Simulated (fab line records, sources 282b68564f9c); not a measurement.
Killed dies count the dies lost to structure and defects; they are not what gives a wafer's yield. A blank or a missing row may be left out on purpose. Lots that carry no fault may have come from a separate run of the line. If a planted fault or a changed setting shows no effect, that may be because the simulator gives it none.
fab line records + flow rit-cmos
record
- lots=6
- wafers=18
- last-day=7
route steps=202 shown ACTIVE@1
lots that met no fault: from a run of the same line without faults
start-h: hours from the record's first day to the start of the lot's first wafer shown + wait-h: time in hours since the lot's previous step + " the same as in the row above + L1.1+2: a row that stands for several wafers + - value missing, or start not given + * or withheld: withheld + < > ~ a bound
route shown NAME@n: a module of which the file shows steps, and the number in the route of the first + usual: average and standard deviation across the fault-free wafers + same: alike in all rows + chamber/n: place in a boat + sites: per-site readings + _std_site: how widely they spread, as a standard deviation + _edge_site: mean of outer sites minus mean of inner sites + radius-mm: how far each site lies from the wafer's centre + mask NAME#n: copy n + behind: the last tool/chamber to shape the wafer + hold: why the lot went on hold/how many hours it stayed there/how the hold came to an end + device: the n, p or np transistor that did not switch + end of line: the route-end tests of the same wafers + for a step that has no rows: nothing shown but its recipe + killed: at the first sort, the dies lost to defects and structure; wafer yield is something else + map: per-die view of a wafer (x killed, . not killed, _ where there is no die)
set.NAME: the setting the step ran with; set.NAME@STEP: the setting that earlier step ran with + model.NAME: the simulator's own value behind a step, which no gauge read
lots at some steps of the route; a table a step, a row a wafer
services: from which hour (start-h, from the record's first day; less than 0 if before it) a tool's chamber was out of use, for how many hours, and why
## steps
# step RIT_ACTIVE_BOW_MEAS_00
# recipe
- mode=bow
# usual
- INCOMING_BOW=1/7.1
| lot.wafer | tool          | chamber | start-h | wait-h | INCOMING_BOW[um] |
|-----------|---------------|---------|---------|--------|------------------|
| L583.4    | film-metro-02 | -       | 20.06   | -      | 1                |
| L583.5    | "             | -       | "       | "      | -15              |
| L583.6    | "             | -       | "       | "      | -3               |
| L586.1    | film-metro-04 | -       | 35.00   | -      | 0                |
| L586.2    | "             | -       | "       | "      | 0                |
| L586.5    | "             | -       | "       | "      | 0                |
| L590.1    | film-metro-02 | -       | 55.00   | -      | -9               |
| L590.2    | "             | -       | "       | "      | 0                |
| L590.3    | "             | -       | "       | "      | -9               |
| L591.1    | film-metro-02 | -       | 60.00   | -      | -4               |
| L591.2    | "             | -       | "       | "      | -5               |
| L591.5    | "             | -       | "       | "      | 1                |
| L595.1    | film-metro-02 | -       | 80.00   | -      | -7               |
| L595.2    | "             | -       | "       | "      | -3               |
| L595.4    | "             | -       | "       | "      | 2                |
| L603.2    | film-metro-03 | -       | 120.02  | -      | 5                |
| L603.4    | "             | -       | "       | "      | -2               |
| L603.5    | "             | -       | "       | "      | 3                |
# step RIT_ACTIVE_OXIDATION_01
# recipe
- temp-c=1000
- ambient=O2
- target-thk-a=468
- ox-time-s=3360
# step RIT_ACTIVE_THK_MEAS_02
# recipe
- reads=SiO2_of_ACTIVE_OXIDATION_01
# usual
- ACTIVE_OXIDE_THK=46.9/0.95
| lot.wafer | tool          | chamber | start-h | wait-h | ACTIVE_OXIDE_THK[nm] |
|-----------|---------------|---------|---------|--------|----------------------|
| L583.4    | film-metro-04 | -       | 22.08   | 0.0    | 46.3                 |
| L583.5    | "             | -       | "       | "      | 46.5                 |
| L583.6    | "             | -       | "       | "      | 46.3                 |
| L586.1    | film-metro-04 | -       | 38.04   | 0.0    | 47.7                 |
| L586.2    | "             | -       | "       | "      | 47.7                 |
| L586.5    | "             | -       | "       | "      | 47.3                 |
| L590.1    | film-metro-04 | -       | 57.05   | 0.0    | 47.1                 |
| L590.2    | "             | -       | "       | "      | 47.5                 |
| L590.3    | "             | -       | "       | "      | 47.4                 |
| L591.1    | film-metro-02 | -       | 62.17   | 0.0    | 46.2                 |
| L591.2    | "             | -       | "       | "      | 46.4                 |
| L591.5    | "             | -       | "       | "      | 46.9                 |
| L595.1    | film-metro-02 | -       | 83.10   | 0.0    | 46.5                 |
| L595.2    | "             | -       | "       | "      | 47.2                 |
| L595.4    | "             | -       | "       | "      | 46.5                 |
| L603.2    | film-metro-03 | -       | 122.06  | 0.0    | 46.8                 |
| L603.4    | "             | -       | "       | "      | 46.2                 |
| L603.5    | "             | -       | "       | "      | 46.6                 |
# step RIT_ACTIVE_CVD_03
# recipe
- material=Si3N4
- target-thk-nm=150
- temp-c=810
- precursor=SiH2Cl2/NH3
- time-s=1500
- pressure-mtorr=300
- sih2cl2-flow-sccm=60
- nh3-flow-sccm=150
# usual
- spike-tc-centre-C=813.6/1.3
- spike-tc-load-C=836.1/1.7
- spike-tc-source-C=830/3.8
- susceptor-temp-C=810.1/0.37
# same
- time-s=1500
| lot.wafer | tool     | chamber | start-h | wait-h | spike-tc-centre-C | spike-tc-load-C | spike-tc-source-C | susceptor-temp-C | model.Si3N4_of_ACTIVE_CVD_03.thk-nm |
|-----------|----------|---------|---------|--------|-------------------|-----------------|-------------------|------------------|-------------------------------------|
| L583.4    | lpcvd-02 | 1       | 22.21   | 0.1    | 813.6             | 836.1           | 827               | 810.1            | 149.9                               |
| L583.5    | "        | 1       | "       | "      | 815.9             | 837.2           | 828               | 810.7            | 148.8                               |
| L583.6    | "        | 1       | "       | "      | 813.5             | 837.7           | 828               | 809.7            | 149.4                               |
| L586.1    | lpcvd-02 | 0       | 38.10   | 0.1    | 812.9             | 836.5           | 830               | 809.8            | 148.8                               |
| L586.2    | "        | 0       | "       | "      | 811.6             | 836.2           | 828               | 810.1            | 147.5                               |
| L586.5    | "        | 0       | "       | "      | 812.8             | 835.6           | 829               | 810.1            | 148.4                               |
| L590.1    | lpcvd-02 | 0       | 57.11   | 0.1    | 848.6             | 874.6           | 869               | 847.8            | 253.8                               |
| L590.2    | "        | 0       | "       | "      | 850.5             | 874.9           | 867               | 847.9            | 252.2                               |
| L590.3    | "        | 0       | "       | "      | 849.4             | 872.9           | 867               | 847.9            | 253.2                               |
| L591.1    | lpcvd-01 | 0       | 62.23   | 0.1    | 814.9             | 834.0           | 832               | 810.0            | 149.3                               |
| L591.2    | "        | 0       | "       | "      | 814.6             | 834.0           | 829               | 809.9            | 148.5                               |
| L591.5    | "        | 0       | "       | "      | 812.5             | 836.4           | 830               | 809.9            | 149.6                               |
| L595.1    | lpcvd-02 | 0       | 83.16   | 0.1    | 851.1             | 873.9           | 867               | 848.4            | 251.3                               |
| L595.2    | "        | 0       | "       | "      | 849.3             | 874.9           | 866               | 847.7            | 252.6                               |
| L595.4    | "        | 0       | "       | "      | 854.0             | 875.0           | 868               | 848.0            | 253.8                               |
| L603.2    | lpcvd-01 | 1       | 122.11  | 0.0    | 814.6             | 835.2           | 839               | 810.3            | 150.5                               |
| L603.4    | "        | 1       | "       | "      | 814.5             | 835.8           | 837               | 810.9            | 152.3                               |
| L603.5    | "        | 1       | "       | "      | 812.4             | 833.6           | 840               | 810.7            | 149.9                               |
# step RIT_ACTIVE_THK_MEAS_04
# recipe
- reads=Si3N4_of_ACTIVE_CVD_03
# usual
- ACTIVE_NITRIDE_THK=149.9/1.5
| lot.wafer | tool          | chamber | start-h | wait-h | ACTIVE_NITRIDE_THK[nm] |
|-----------|---------------|---------|---------|--------|------------------------|
| L583.4    | film-metro-04 | -       | 24.37   | 0.0    | 149.9                  |
| L583.5    | "             | -       | "       | "      | 148.7                  |
| L583.6    | "             | -       | "       | "      | 149.5                  |
| L586.1    | film-metro-04 | -       | 39.52   | 0.0    | 148.7                  |
| L586.2    | "             | -       | "       | "      | 147.6                  |
| L586.5    | "             | -       | "       | "      | 148.5                  |
| L590.1    | film-metro-02 | -       | 59.24   | 0.0    | 253.6                  |
| L590.2    | "             | -       | "       | "      | 252.2                  |
| L590.3    | "             | -       | "       | "      | 253.2                  |
| L591.1    | film-metro-02 | -       | 63.65   | 0.0    | 149.2                  |
| L591.2    | "             | -       | "       | "      | 148.6                  |
| L591.5    | "             | -       | "       | "      | 149.6                  |
| L595.1    | film-metro-03 | -       | 84.58   | 0.0    | 251.3                  |
| L595.2    | "             | -       | "       | "      | 252.8                  |
| L595.4    | "             | -       | "       | "      | 253.8                  |
| L603.2    | film-metro-04 | -       | 124.25  | 0.0    | 150.5                  |
| L603.4    | "             | -       | "       | "      | 152.5                  |
| L603.5    | "             | -       | "       | "      | 149.8                  |
# step RIT_ACTIVE_HMDS_05
# recipe
- prime-time-s=60
- prime-temp-c=140
# step RIT_ACTIVE_COAT_06
# recipe
- resist=NOVOLAK
- spin-rpm=3250
- resist-thk-nm=1000
# step RIT_ACTIVE_SOFTBAKE_07
# recipe
- resist=NOVOLAK
- temp-c=90
- time-s=60
# step RIT_ACTIVE_EXPOSE_08
# recipe
- mask-id=M1
- na=0.6
- source-shape=conventional
- sigma-outer=0.6
- target-cd-nm=1400
- dose-mj=230.2
# step RIT_ACTIVE_PEB_09
# recipe
- resist=NOVOLAK
- temp-c=withheld
- time-s=withheld
# step RIT_ACTIVE_DEVELOP_10
# recipe
- resist=NOVOLAK
- develop-time-s=48.94
- dev-temp-c=23
# step RIT_ACTIVE_CD_MEAS_11
# recipe
- target-cd-nm=1400
# usual
- cd-nm=1400.0/2
| lot.wafer | tool      | chamber | start-h | wait-h | cd-nm  |
|-----------|-----------|---------|---------|--------|--------|
| L583.4    | cd-sem-01 | -       | 25.31   | -      | 1403.3 |
| L583.5    | "         | -       | "       | "      | 1400.3 |
| L583.6    | "         | -       | "       | "      | 1402.3 |
| L586.1    | cd-sem-01 | -       | 40.43   | -      | 1397.5 |
| L586.2    | "         | -       | "       | "      | 1397.7 |
| L586.5    | "         | -       | "       | "      | 1397.5 |
| L590.1    | cd-sem-02 | -       | 60.39   | -      | 1398.3 |
| L590.2    | "         | -       | "       | "      | 1400.2 |
| L590.3    | "         | -       | "       | "      | 1399.7 |
| L591.1    | cd-sem-02 | -       | 64.56   | -      | 1401.4 |
| L591.2    | "         | -       | "       | "      | 1401.9 |
| L591.5    | "         | -       | "       | "      | 1400.4 |
| L595.1    | cd-sem-02 | -       | 85.49   | -      | 1400.9 |
| L595.2    | "         | -       | "       | "      | 1401.6 |
| L595.4    | "         | -       | "       | "      | 1401.2 |
| L603.2    | cd-sem-01 | -       | 125.17  | -      | 1396.7 |
| L603.4    | "         | -       | "       | "      | 1398.1 |
| L603.5    | "         | -       | "       | "      | 1397.2 |
# step RIT_ACTIVE_HARDBAKE_12
# recipe
- resist=NOVOLAK
- temp-c=140
- time-s=60
# step RIT_ACTIVE_ETCH_13
# recipe
- stop-on=SiO2
- chemistry=SF6
- target=Si3N4
- time-s=210
- over-etch-frac=0.4
- SF6_flow_sccm=200
- pressure-mtorr=260
- rf-w=125
- target-depth-a=2100
# usual
- drypump-motor-current-A=5.8/0.34
- oes-product-au=0.818/0.014
- rf-fwd-power-W=124.5/0.42
- throttle-valve-pct=7.44/0.12
# same
- time-s=210
| lot.wafer | tool        | chamber | start-h | wait-h | drypump-motor-current-A | oes-product-au | rf-fwd-power-W | rf-hours-counter-h | throttle-valve-pct | model.etch.depth-nm | model.ACTIVE.feature-depth-nm | model.SiO2_of_ACTIVE_OXIDATION_01.thk-nm |
|-----------|-------------|---------|---------|--------|-------------------------|----------------|----------------|--------------------|--------------------|---------------------|-------------------------------|------------------------------------------|
| L583.4    | rie-diel-04 | 3       | 25.52   | 0.1    | 6.1                     | 0.831          | 124.9          | 2                  | 7.50               | 149.9               | 149.9                         | 46.23                                    |
| L583.5    | "           | 2       | "       | "      | 5.1                     | 0.818          | 125.1          | -                  | 7.45               | 148.8               | 148.8                         | 46.54                                    |
| L583.6    | "           | 3       | "       | "      | 6.1                     | 0.828          | 125.1          | -                  | 7.49               | 149.4               | 149.4                         | 46.3                                     |
| L586.1    | rie-diel-01 | 0       | 40.70   | 0.1    | 5.5                     | 0.813          | 124.0          | 7                  | 7.75               | 148.8               | 148.8                         | 47.68                                    |
| L586.2    | "           | 2       | "       | "      | 6.4                     | 0.813          | 124.2          | 115                | 7.42               | 147.5               | 147.5                         | 47.76                                    |
| L586.5    | "           | 1       | "       | "      | 5.8                     | 0.786          | 125.1          | -                  | 7.34               | 148.4               | 148.4                         | 47.29                                    |
| L590.1    | rie-diel-03 | 0       | 60.66   | 0.1    | 6.0                     | 1.009          | 123.9          | 1                  | 7.36               | 207.2               | 207.2                         | 47.17                                    |
| L590.2    | "           | 1       | "       | "      | 5.3                     | 0.982          | 124.8          | 4                  | 7.31               | 203.6               | 203.6                         | 47.43                                    |
| L590.3    | "           | 3       | "       | "      | 5.8                     | 0.978          | 124.7          | 139                | 7.45               | 208                 | 208                           | 47.44                                    |
| L591.1    | rie-diel-01 | 1       | 64.83   | 0.1    | 5.8                     | 0.797          | 125.0          | 122                | 7.34               | 149.3               | 149.3                         | 46.16                                    |
| L591.2    | "           | 0       | "       | "      | 5.5                     | 0.806          | 124.2          | 8                  | 7.72               | 148.5               | 148.5                         | 46.38                                    |
| L591.5    | "           | 3       | "       | "      | 5.7                     | 0.815          | 124.2          | -                  | 7.49               | 149.6               | 149.9                         | 46.61                                    |
| L595.1    | rie-diel-03 | 1       | 85.76   | 0.1    | 5.3                     | 0.995          | 124.0          | 4                  | 7.32               | 207.4               | 207.4                         | 46.53                                    |
| L595.2    | "           | 3       | "       | "      | 5.8                     | 0.996          | 124.3          | 139                | 7.44               | 212.2               | 212.2                         | 47.23                                    |
| L595.4    | "           | 0       | "       | "      | 6.0                     | 1.009          | 124.7          | 2                  | 7.38               | 209.6               | 209.6                         | 46.51                                    |
| L603.2    | rie-diel-03 | 0       | 125.42  | 0.1    | 6.0                     | 0.836          | 124.8          | 3                  | 7.36               | 150.5               | 152.6                         | 44.7                                     |
| L603.4    | "           | 1       | "       | "      | 5.3                     | 0.828          | 124.2          | 5                  | 7.32               | 152.3               | 152.3                         | 46.12                                    |
| L603.5    | "           | 1       | "       | "      | 5.3                     | 0.825          | 124.2          | -                  | 7.30               | 149.9               | 149.9                         | 46.52                                    |
# step RIT_ACTIVE_STRIP_14
# recipe
- chemistry=O2
- time-s=180
- resist=NOVOLAK
- platen-temp-c=withheld
- power-w=500
- pressure-mtorr=4000
- o2-flow-sccm=4000
# usual
- drypump-motor-current-A=5.5/0.48
- o2-flow-sccm=4000/12
# same
- time-s=180
| lot.wafer | tool            | chamber | start-h | wait-h | drypump-motor-current-A | o2-flow-sccm | rf-hours-counter-h |
|-----------|-----------------|---------|---------|--------|-------------------------|--------------|--------------------|
| L583.4    | plasma-asher-01 | 1       | 25.71   | 0.1    | 5.5                     | 4004         | -                  |
| L583.5    | "               | 0       | "       | "      | 5.9                     | 4013         | -                  |
| L583.6    | "               | 1       | "       | "      | 5.6                     | 4010         | -                  |
| L586.1    | plasma-asher-02 | 1       | 40.83   | 0.1    | 5.0                     | 4005         | 37                 |
| L586.2    | "               | 0       | "       | "      | 5.9                     | 3995         | 37                 |
| L586.5    | "               | 1       | "       | "      | 4.9                     | 3993         | -                  |
| L590.1    | plasma-asher-02 | 0       | 60.79   | 0.1    | 5.9                     | 4001         | 39                 |
| L590.2    | "               | 1       | "       | "      | 4.9                     | 3993         | 39                 |
| L590.3    | "               | 0       | "       | "      | 5.9                     | 4010         | -                  |
| L591.1    | plasma-asher-03 | 1       | 64.96   | 0.1    | 5.0                     | 3989         | 26                 |
| L591.2    | "               | 0       | "       | "      | 6.1                     | 4005         | 26                 |
| L591.5    | "               | 0       | "       | "      | 6.1                     | 4005         | -                  |
| L595.1    | plasma-asher-03 | 1       | 85.89   | 0.1    | 5.0                     | 4012         | 29                 |
| L595.2    | "               | 0       | "       | "      | 6.1                     | 3995         | 29                 |
| L595.4    | "               | 1       | "       | "      | 5.0                     | 3998         | -                  |
| L603.2    | plasma-asher-03 | 1       | 125.55  | 0.1    | 5.1                     | 4002         | 33                 |
| L603.4    | "               | 0       | "       | "      | 6.0                     | 3992         | -                  |
| L603.5    | "               | 1       | "       | "      | 5.1                     | 3990         | -                  |
# step RIT_ACTIVE_CD_MEAS_90
# recipe
- target-cd-nm=1400
# usual
- cd-nm=1400.0/2
| lot.wafer | tool      | chamber | start-h | wait-h | cd-nm  |
|-----------|-----------|---------|---------|--------|--------|
| L583.4    | cd-sem-02 | -       | 25.89   | 0.1    | 1403.2 |
| L583.5    | "         | -       | "       | "      | 1400.4 |
| L583.6    | "         | -       | "       | "      | 1402.2 |
| L586.1    | cd-sem-01 | -       | 41.00   | 0.1    | 1397.4 |
| L586.2    | "         | -       | "       | "      | 1398.1 |
| L586.5    | "         | -       | "       | "      | 1397.8 |
| L590.1    | cd-sem-01 | -       | 60.97   | 0.1    | 1398.3 |
| L590.2    | "         | -       | "       | "      | 1399.9 |
| L590.3    | "         | -       | "       | "      | 1399.7 |
| L591.1    | cd-sem-01 | -       | 65.13   | 0.1    | 1401.9 |
| L591.2    | "         | -       | "       | "      | 1401.9 |
| L591.5    | "         | -       | "       | "      | 1400.6 |
| L595.1    | cd-sem-01 | -       | 86.07   | 0.1    | 1400.9 |
| L595.2    | "         | -       | "       | "      | 1401.6 |
| L595.4    | "         | -       | "       | "      | 1401.3 |
| L603.2    | cd-sem-02 | -       | 125.75  | 0.1    | 1396.7 |
| L603.4    | "         | -       | "       | "      | 1398.2 |
| L603.5    | "         | -       | "       | "      | 1397.0 |
# step RIT_ACTIVE_CLEAN_15
# recipe
- chemistry=SC1
- mix=3:3:50
- time-s=600
- temp-c=75
# step RIT_ACTIVE_CLEAN_16
# recipe
- chemistry=dHF
- dilution=50:1
- time-s=30
# same
- time-s=30
| lot.wafer | tool         | chamber | start-h | wait-h | model.Si3N4_of_ACTIVE_CVD_03.thk-nm |
|-----------|--------------|---------|---------|--------|-------------------------------------|
| L583.4    | wet-bench-04 | 1       | 26.30   | 0.0    | 149.1                               |
| L583.5    | "            | 1       | "       | "      | 148                                 |
| L583.6    | "            | 1       | "       | "      | 148.6                               |
| L586.1    | wet-bench-01 | 0       | 41.30   | 0.0    | 147.9                               |
| L586.2    | "            | 0       | "       | "      | 146.6                               |
| L586.5    | "            | 0       | "       | "      | 147.6                               |
| L590.1    | wet-bench-04 | 0       | 61.28   | 0.0    | 253                                 |
| L590.2    | "            | 0       | "       | "      | 251.3                               |
| L590.3    | "            | 0       | "       | "      | 252.4                               |
| L591.1    | wet-bench-02 | 0       | 65.45   | 0.0    | 148.5                               |
| L591.2    | "            | 0       | "       | "      | 147.7                               |
| L591.5    | "            | 0       | "       | "      | 148.8                               |
| L595.1    | wet-bench-01 | 0       | 86.36   | 0.0    | 250.5                               |
| L595.2    | "            | 0       | "       | "      | 251.8                               |
| L595.4    | "            | 0       | "       | "      | 253                                 |
| L603.2    | wet-bench-01 | 0       | 126.02  | 0.0    | 149.6                               |
| L603.4    | "            | 0       | "       | "      | 151.5                               |
| L603.5    | "            | 0       | "       | "      | 149                                 |
# step RIT_ACTIVE_CLEAN_17
# recipe
- chemistry=SC2
- mix=3:3:50
- time-s=600
- temp-c=75
- dry=n2-spin
## services
| tool         | chamber | start-h | hours | kind           |
|--------------|---------|---------|-------|----------------|
| rie-diel-03  | 2       | -0.17   | 64.3  | repair         |
| rie-diel-01  | 2       | 3.86    | 5.7   | repair         |
| rie-diel-03  | 1       | 16.54   | 5.6   | repair         |
| lpcvd-01     | -       | 38.55   | 14.6  | pm             |
| rie-diel-04  | 0       | 46.94   | -     | clean          |
| rie-diel-04  | 0       | 46.94   | 16.4  | scheduled-down |
| rie-diel-04  | 0       | 46.94   | 16.4  | vent-cycle     |
| wet-bench-02 | -       | 48.57   | 4.4   | pm             |
| wet-bench-02 | -       | 56.50   | 6.5   | repair         |
| rie-diel-04  | -       | 57.63   | 14.6  | pm             |
| rie-diel-04  | 2       | 74.62   | 21.4  | repair         |
| rie-diel-03  | 1       | 92.61   | 8.8   | repair         |
| rie-diel-04  | 1       | 99.38   | -     | clean          |
| rie-diel-04  | 1       | 99.38   | 24.3  | scheduled-down |
| rie-diel-04  | 1       | 99.38   | 24.3  | vent-cycle     |
| rie-diel-04  | 2       | 100.12  | 16.7  | repair         |
## key
first-sign
- step=RIT_ACTIVE_CVD_03
- reading=susceptor-temp-C
- direction=up
- sigmas=99+
- usual=*
- struck=*
effect
- step=RIT_ACTIVE_CVD_03
- reading=spike-tc-centre-C
- direction=up
- sigmas=28
- usual=813.6
- struck=850.5
effect
- step=RIT_ACTIVE_THK_MEAS_04
- reading=ACTIVE_NITRIDE_THK
- direction=up
- sigmas=68
- usual=149.9
- struck=252.8
effect
- step=RIT_ACTIVE_ETCH_13
- reading=oes-product-au
- direction=up
- sigmas=13
- usual=0.818
- struck=0.995
model-effect
- step=RIT_ACTIVE_CVD_03
- value=Si3N4_of_ACTIVE_CVD_03.thk-nm
- without=150.6
- struck=252.8
model-effect
- step=RIT_ACTIVE_ETCH_13
- value=etch.depth-nm
- without=150.6
- struck=208
model-effect
- step=RIT_ACTIVE_CLEAN_16
- value=Si3N4_of_ACTIVE_CVD_03.thk-nm
- without=149.7
- struck=252
met-at RIT_ACTIVE_CVD_03
struck-wafers L590.1,L590.2,L590.3,L595.1,L595.2,L595.4
later-rows-left-out L590.1,L590.2,L590.3,L595.1,L595.2,L595.4
sort-left-out L590.1,L590.2,L590.3,L595.1,L595.2,L595.4
tester-left-out L590,L595
onset-between 38.10 57.11
fault
- kind=process-parameter-drift
- tool=lpcvd-02
- chamber=0
- onset-h=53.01
- steps=RIT_ACTIVE_CVD_03
- channel=temp-c
- offset=*
- shape=step
- end-h=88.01
- acts-in=*
- stated=*
# tester-left-out: of these lots the tester's yield and bins aren't shown, on N5 and GAA mostly nor the transistor test; their killed dies are dies lost to structure and defects alone, not to doping, threshold or leakage, so they don't give the yield
# sort-left-out: the simulated sort isn't trusted on such a fault, so these wafers' sort isn't shown, and their yield isn't known
# later-rows-left-out: the simulator's readings of these wafers behind a module that went badly wrong aren't trusted and aren't shown, but for the sort
